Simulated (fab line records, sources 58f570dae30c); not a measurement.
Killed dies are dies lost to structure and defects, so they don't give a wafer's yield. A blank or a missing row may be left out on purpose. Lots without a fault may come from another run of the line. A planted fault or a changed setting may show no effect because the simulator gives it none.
Which tool did it? | flow berkeley_cmos170 | 7 lots, 21 wafers sampled, at 5 steps of a route of 331

WHAT THE GAUGES READ, wafer by wafer
UCB170_NSD_TW_MEAS_10.
lot  | measured     | on            | NSD_TW
L480 | day 7 06:50  | film_metro-02 | 4178 4144 4144
L481 | day 8 01:28  | film_metro-01 | 4229 4253 4245
L487 | day 8 15:11  | film_metro-03 | 30 30 30 30 30 30
L484 | day 8 15:34  | film_metro-03 | 30 30 30 30 30 30
L490 | day 10 10:39 | film_metro-03 | 4151 4173 4157
L493 | day 10 16:04 | film_metro-02 | 4176 4185 4152
L498 | day 11 12:41 | film_metro-01 | 4190 4193 4203

WHICH TOOL RAN EACH LOT (tool, then ch and the chambers of the sampled wafers, then the start)
lot  | UCB170_GATE_ETCH_14                | UCB170_NLDD_STRIP_10                 | UCB170_PSD_STRIP_09                  | UCB170_NSD_STRIP_09
L480 | rie_diel-04 ch 0,1, day 6 17:29    | plasma_asher-02 ch 0, day 6 21:57    | plasma_asher-01 ch 0,1, day 7 03:51  | plasma_asher-03 ch 0,1, day 7 06:42
L481 | rie_diel-04 ch 1,2, day 7 11:56    | plasma_asher-01 ch 1, day 7 16:04    | plasma_asher-01 ch 1, day 7 22:27    | plasma_asher-02 ch 0,1, day 8 01:22
L487 | rie_diel-04 ch 0,1,2, day 8 00:23  | plasma_asher-02 ch 0, day 8 05:14    | plasma_asher-01 ch 0,1, day 8 13:32  | plasma_asher-03 ch 0,1, day 8 15:05
L484 | rie_diel-03 ch 0,2,3, day 8 00:55  | plasma_asher-02 ch 0,1, day 8 05:53  | plasma_asher-03 ch 0,1, day 8 13:47  | plasma_asher-02 ch 0,1, day 8 15:27
L490 | rie_diel-02 ch 0,2,3, day 9 20:59  | plasma_asher-02 ch 0,1, day 10 00:51 | plasma_asher-03 ch 0,1, day 10 08:01 | plasma_asher-01 ch 0,1, day 10 10:33
L493 | rie_diel-04 ch 1,2,3, day 10 01:54 | plasma_asher-02 ch 0,1, day 10 08:32 | plasma_asher-01 ch 0,1, day 10 13:28 | plasma_asher-01 ch 0,1, day 10 15:58
L498 | rie_diel-03 ch 0,1,2, day 10 23:15 | plasma_asher-04 ch 0,1, day 11 03:34 | plasma_asher-01 ch 0,1, day 11 09:49 | plasma_asher-03 ch 0,1, day 11 12:31
- UCB170_GATE_ETCH_14: etches BARC in N2/H2.
- UCB170_NLDD_STRIP_10: strips in O2.
- UCB170_PSD_STRIP_09: strips in O2.
- UCB170_NSD_STRIP_09: strips in O2.

THE ANSWER, worked out from the rows above alone
Rule: what is usual is taken from the lots themselves. Put in order of their means at a reading, lots are off if they are a third of the lots or fewer, leave a main group of 4 or more, and stand apart from it by a gap of 3 or more times the standard deviation of the main group's means; of several such gaps the widest counts. A main group whose means are all the same, to the digits that the tables above print for the reading, isn't used. A lot without any number at a reading at which 4 lots or more have one is off too. The other lots that the step has rows for count as sound.
Off: L487, L484, at UCB170_NSD_TW_MEAS_10 (NSD_TW). The main group: mean 4185, standard deviation 32.
A tool fits if, at a process step before that reading, it ran every lot that is off, and no sound lot after the first of them. The gauges at UCB170_NSD_TW_MEAS_10 are tried like those tools. None of those tried fits.

WHAT THE SIMULATOR HAD PUT IN
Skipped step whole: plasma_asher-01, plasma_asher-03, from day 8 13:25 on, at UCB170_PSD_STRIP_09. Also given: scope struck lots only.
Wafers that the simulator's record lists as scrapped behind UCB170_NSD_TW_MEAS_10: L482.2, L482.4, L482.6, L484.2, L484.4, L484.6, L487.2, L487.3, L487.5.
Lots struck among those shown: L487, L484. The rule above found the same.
